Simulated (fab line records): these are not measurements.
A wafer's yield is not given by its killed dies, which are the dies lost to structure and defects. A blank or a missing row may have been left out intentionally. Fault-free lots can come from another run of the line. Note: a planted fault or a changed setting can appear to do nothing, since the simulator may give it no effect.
Matching of chambers | flow berkeleyCmos170 | 4 sister chambers for UCB170_M2_ETCH_17 on rieDiel-01
The step etches BARC in N2/H2. 4 wafers are shown with their chamber, then 7 later ones without.

EACH WAFER AND ITS CHAMBER
wafer  | chamber | throttleValvePct (%)
L967.4 | 2       | 13.41
L967.6 | 1       | 13.71
L966.1 | 3       | 13.19
L966.3 | 0       | 13.10

WAFERS WITH NO CHAMBER GIVEN
wafer  | throttleValvePct (%)
L966.5 | 13.70
L971.3 | 13.70
L971.5 | 13.11
L971.6 | 13.68
L970.2 | 13.71
L970.3 | 13.18
L970.4 | 13.11

WHICH CHAMBER EACH WENT THROUGH
wafer  | from the rows above | in truth
L966.5 | 1                   | 1
L971.3 | 1                   | 1
L971.5 | 0                   | 0
L971.6 | 1                   | 1
L970.2 | 1                   | 1
L970.3 | 3                   | 3
L970.4 | 0                   | 0
Placed correctly: 7 of 7. Left unplaced by these rows: 0. Placed wrongly: 0.
How it was worked out, from the rows above alone: a wafer's distance from a chamber is the root of the sum, over the readings, of the square of ((its reading less the chamber's mean) divided by the reading's scatter). If the next closest chamber is less than 2 further off than the closest, the wafer can't be placed; otherwise it belongs to the closest. Each chamber's mean is taken over the wafers shown for it. The scatter: with one shown wafer a chamber, the root of the mean of the squares of how far each hidden wafer lies from its nearest shown one.
